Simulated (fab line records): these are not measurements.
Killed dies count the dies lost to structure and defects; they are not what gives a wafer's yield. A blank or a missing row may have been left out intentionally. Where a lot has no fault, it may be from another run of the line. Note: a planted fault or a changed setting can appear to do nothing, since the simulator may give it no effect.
fab line records + flow berkeley-cmos170
record:
- lots: 5
- wafers: 23
route steps=331 shown M3@322
start-h: the number of hours between the record's first day and the start of the first shown wafer of the lot + wait-h: how many hours have passed since the lot's step before this one + " unchanged from the row above + L1.1+2: a single row standing in for several wafers + - no value, or no start given + * or withheld: withheld + < > ~ a bound
route shown NAME@n: a module of which the file shows steps, and the number in the route of the first + usual: average and standard deviation across the fault-free wafers + same: alike in all rows + chamber/n: place in a boat + sites: readings site by site + _std_site: how widely they spread, as a standard deviation + _edge_site: inner sites' mean taken away from outer sites' mean + radius-mm: how far each site lies from the wafer's centre + mask NAME#n: copy n + behind: the most recent tool/chamber to have shaped the wafer + hold: why the lot went on hold/how many hours it stayed there/how the hold came to an end + device: the n, p or np transistor that did not switch + end of line: tests run on the same wafers once the route is complete + where a step has no rows: the recipe by itself + killed: the dies lost at the first sort to structure and to defects; this is not the yield of the wafer + map: a wafer's dies, x killed, . not, _ none there
set.NAME: the setting that was run; set.NAME@STEP: the one run at that earlier step + model.NAME: the simulator's own value behind a step, which no gauge read
lots with deliberately changed settings; one table per step, one row per wafer
== steps ==
step: UCB170_M3_PEB_13
recipe:
- peb-temp-c: 130
- peb-time-s: withheld
- resist: KrF
| lot.wafer      | tool           | chamber | start-h | wait-h | set.peb-temp-c |
|----------------|----------------|---------|---------|--------|----------------|
| L076.1+5+6     | litho-track-01 | 0       | 165.18  | 0.5    | 126.9          |
| L076.2+3       | "              | 0       | "       | "      | 130            |
| L074.1+2+3+4+5 | litho-track-01 | 0       | 166.18  | 0.5    | 130            |
| L079.1+2+3     | litho-track-01 | 0       | 179.43  | 0.4    | 130            |
| L079.4+6       | "              | 0       | "       | "      | 131.1          |
| L083.2+3+4+5+6 | litho-track-04 | 0       | 199.50  | 0.1    | 130            |
| L082.1+2+6     | litho-track-04 | 0       | 203.41  | 0.1    | 130            |
step: UCB170_M3_DEVELOP_14
recipe:
- developer: TMAH
- develop-time-s: 45
- resist: KrF
- dev-temp-c: 21
step: UCB170_M3_CD_MEAS_15
recipe:
- target-cd-nm: 700
usual:
- cd-nm: 700.6/1.7
| lot.wafer | tool      | chamber | start-h | wait-h | set.peb-temp-c@M3_PEB_13 | cd-nm |
|-----------|-----------|---------|---------|--------|--------------------------|-------|
| L076.1    | cd-sem-01 | -       | 165.45  | -      | 126.9                    | 724.9 |
| L076.2    | "         | -       | "       | "      | 130                      | 700.8 |
| L076.3    | "         | -       | "       | "      | 130                      | 700.1 |
| L076.5    | "         | -       | "       | "      | 126.9                    | 725.1 |
| L076.6    | "         | -       | "       | "      | 126.9                    | 724.5 |
| L074.1    | cd-sem-01 | -       | 166.45  | -      | 130                      | 700.1 |
| L074.2    | "         | -       | "       | "      | 130                      | 699.9 |
| L074.3    | "         | -       | "       | "      | 130                      | 698.9 |
| L074.4    | "         | -       | "       | "      | 130                      | 700.5 |
| L074.5    | "         | -       | "       | "      | 130                      | 701.0 |
| L079.1    | cd-sem-02 | -       | 179.70  | -      | 130                      | 703.6 |
| L079.2    | "         | -       | "       | "      | 130                      | 703.5 |
| L079.3    | "         | -       | "       | "      | 130                      | 702.1 |
| L079.4    | "         | -       | "       | "      | 131.1                    | 697.5 |
| L079.6    | "         | -       | "       | "      | 131.1                    | 697.3 |
| L083.2    | cd-sem-01 | -       | 199.77  | -      | 130                      | 701.2 |
| L083.3    | "         | -       | "       | "      | 130                      | 700.9 |
| L083.4    | "         | -       | "       | "      | 130                      | 702.2 |
| L083.5    | "         | -       | "       | "      | 130                      | 701.8 |
| L083.6    | "         | -       | "       | "      | 130                      | 701.0 |
| L082.1    | cd-sem-02 | -       | 203.68  | -      | 130                      | 703.2 |
| L082.2    | "         | -       | "       | "      | 130                      | 702.8 |
| L082.6    | "         | -       | "       | "      | 130                      | 703.5 |
step: UCB170_M3_ETCH_17
recipe:
- chemistry: N2/H2
- target-depth-a: withheld
- overetch-a: withheld
- target: BARC
- time-s: withheld
- source-w: 500
- bias-w: 100
- pressure-mtorr: 30
- n2-flow-sccm: 100
- h2-flow-sccm: 200
| lot.wafer | tool        | chamber | start-h | wait-h | set.peb-temp-c@M3_PEB_13 | model.M3.cd-nm |
|-----------|-------------|---------|---------|--------|--------------------------|----------------|
| L076.1    | rie-diel-01 | 2       | 165.61  | 0.0    | 126.9                    | 725.5          |
| L076.2    | "           | 1       | "       | "      | 130                      | 701.3          |
| L076.3    | "           | 0       | "       | "      | 130                      | 700.5          |
| L076.5    | "           | 3       | "       | "      | 126.9                    | 725            |
| L076.6    | "           | 0       | "       | "      | 126.9                    | 724.3          |
| L074.1    | rie-diel-04 | 3       | 166.61  | 0.0    | 130                      | 699.7          |
| L074.2    | "           | 0       | "       | "      | 130                      | 700.6          |
| L074.3    | "           | 1       | "       | "      | 130                      | 698.4          |
| L074.4    | "           | 2       | "       | "      | 130                      | 700.1          |
| L074.5    | "           | 0       | "       | "      | 130                      | 701.9          |
| L079.1    | rie-diel-02 | 1       | 179.86  | 0.0    | 130                      | 703.3          |
| L079.2    | "           | 2       | "       | "      | 130                      | 703.4          |
| L079.3    | "           | 3       | "       | "      | 130                      | 701.5          |
| L079.4    | "           | 0       | "       | "      | 131.1                    | 697.4          |
| L079.6    | "           | 2       | "       | "      | 131.1                    | 697.2          |
| L083.2    | rie-diel-01 | 3       | 199.91  | 0.0    | 130                      | 701            |
| L083.3    | "           | 1       | "       | "      | 130                      | 701.7          |
| L083.4    | "           | 0       | "       | "      | 130                      | 702.2          |
| L083.5    | "           | 2       | "       | "      | 130                      | 702.4          |
| L083.6    | "           | 3       | "       | "      | 130                      | 700.6          |
| L082.1    | rie-diel-01 | 0       | 203.84  | 0.0    | 130                      | 703.4          |
| L082.2    | "           | 3       | "       | "      | 130                      | 703.2          |
| L082.6    | "           | 1       | "       | "      | 130                      | 703.9          |
step: UCB170_M3_METAL_ETCH_18
recipe:
- chemistry: Cl2/BCl3
- target: Al
- stop-on: SiO2
- pressure-mtorr: 12
- target-depth-a: 11700
- over-etch-frac: 0.3
- time-s: 195
- icp-w: 600
- bias-w: 120
- Cl2_flow_sccm: 90
- bcl3-flow-sccm: 45
| lot.wafer | tool         | chamber | start-h | wait-h | set.pressure-mtorr | set.peb-temp-c@M3_PEB_13 | model.M3.cd-nm |
|-----------|--------------|---------|---------|--------|--------------------|--------------------------|----------------|
| L076.1    | rie-metal-03 | 0       | 165.65  | -      | 12                 | 126.9                    | 721.4          |
| L076.2    | "            | 1       | "       | "      | 12                 | 130                      | 703.2          |
| L076.3    | "            | 0       | "       | "      | 12                 | 130                      | 696.8          |
| L076.5    | "            | 0       | "       | "      | 12                 | 126.9                    | 721.5          |
| L076.6    | "            | 1       | "       | "      | 12                 | 126.9                    | 726.4          |
| L074.1    | rie-metal-02 | 0       | 166.65  | -      | 13.46              | 130                      | 704.5          |
| L074.2    | "            | 1       | "       | "      | 13.46              | 130                      | 705.8          |
| L074.3    | "            | 1       | "       | "      | 13.46              | 130                      | 701.8          |
| L074.4    | "            | 0       | "       | "      | 13.46              | 130                      | 703.2          |
| L074.5    | "            | 0       | "       | "      | 13.46              | 130                      | 704.6          |
| L079.1    | rie-metal-02 | 1       | 179.90  | -      | 11.06              | 130                      | 707            |
| L079.2    | "            | 1       | "       | "      | 11.06              | 130                      | 705.1          |
| L079.3    | "            | 1       | "       | "      | 11.06              | 130                      | 702.4          |
| L079.4    | "            | 1       | "       | "      | 11.06              | 131.1                    | 699.4          |
| L079.6    | "            | 1       | "       | "      | 11.06              | 131.1                    | 699.7          |
| L083.2    | rie-metal-04 | 1       | 199.95  | -      | 12.5               | 130                      | 705.8          |
| L083.3    | "            | 1       | "       | "      | 12.5               | 130                      | 707            |
| L083.4    | "            | 0       | "       | "      | 12.5               | 130                      | 701.2          |
| L083.5    | "            | 1       | "       | "      | 12.5               | 130                      | 705.4          |
| L083.6    | "            | 0       | "       | "      | 12.5               | 130                      | 701.9          |
| L082.1    | rie-metal-04 | 1       | 203.88  | -      | 12                 | 130                      | 705            |
| L082.2    | "            | 0       | "       | "      | 12                 | 130                      | 704.5          |
| L082.6    | "            | 0       | "       | "      | 12                 | 130                      | 706.6          |
step: UCB170_M3_STRIP_19
recipe:
- chemistry: O2
- power-w: 400
- pressure-mtorr: 3500
- platen-temp-c: withheld
- o2-flow-sccm: 400
- overash-fraction: 0.5
step: UCB170_M3_CD_MEAS_90
recipe:
- target-cd-nm: 700
usual:
- cd-nm: 702/4
| lot.wafer | tool      | chamber | start-h | wait-h | set.peb-temp-c@M3_PEB_13 | cd-nm |
|-----------|-----------|---------|---------|--------|--------------------------|-------|
| L076.1    | cd-sem-01 | -       | 165.94  | 0.1    | 126.9                    | 721   |
| L076.2    | "         | -       | "       | "      | 130                      | 703   |
| L076.3    | "         | -       | "       | "      | 130                      | 697   |
| L076.5    | "         | -       | "       | "      | 126.9                    | 721   |
| L076.6    | "         | -       | "       | "      | 126.9                    | 726   |
| L074.1    | cd-sem-02 | -       | 166.95  | 0.1    | 130                      | 705   |
| L074.2    | "         | -       | "       | "      | 130                      | 706   |
| L074.3    | "         | -       | "       | "      | 130                      | 702   |
| L074.4    | "         | -       | "       | "      | 130                      | 704   |
| L074.5    | "         | -       | "       | "      | 130                      | 705   |
| L079.1    | cd-sem-02 | -       | 180.37  | 0.1    | 130                      | 707   |
| L079.2    | "         | -       | "       | "      | 130                      | 705   |
| L079.3    | "         | -       | "       | "      | 130                      | 703   |
| L079.4    | "         | -       | "       | "      | 131.1                    | 700   |
| L079.6    | "         | -       | "       | "      | 131.1                    | 700   |
| L083.2    | cd-sem-01 | -       | 200.26  | 0.1    | 130                      | 706   |
| L083.3    | "         | -       | "       | "      | 130                      | 707   |
| L083.4    | "         | -       | "       | "      | 130                      | 701   |
| L083.5    | "         | -       | "       | "      | 130                      | 705   |
| L083.6    | "         | -       | "       | "      | 130                      | 702   |
| L082.1    | cd-sem-01 | -       | 204.17  | 0.1    | 130                      | 705   |
| L082.2    | "         | -       | "       | "      | 130                      | 704   |
| L082.6    | "         | -       | "       | "      | 130                      | 706   |
== key ==
split:
- step: UCB170_M3_PEB_13
- setting: peb-temp-c
- stated: 130
- by: wafer
response:
- step: UCB170_M3_CD_MEAS_15
- reading: cd-nm
- change: -9.84
- per: 1%
- r: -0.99
response:
- step: UCB170_M3_ETCH_17
- reading: model.M3.cd-nm
- change: -9.67
- per: 1%
- r: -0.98
response:
- step: UCB170_M3_METAL_ETCH_18
- reading: model.M3.cd-nm
- change: -9.29
- per: 1%
- r: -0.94
response:
- step: UCB170_M3_CD_MEAS_90
- reading: cd-nm
- change: -9.26
- per: 1%
- r: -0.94
split:
- step: UCB170_M3_METAL_ETCH_18
- setting: pressure-mtorr
- stated: 12
- by: lot
response none clear
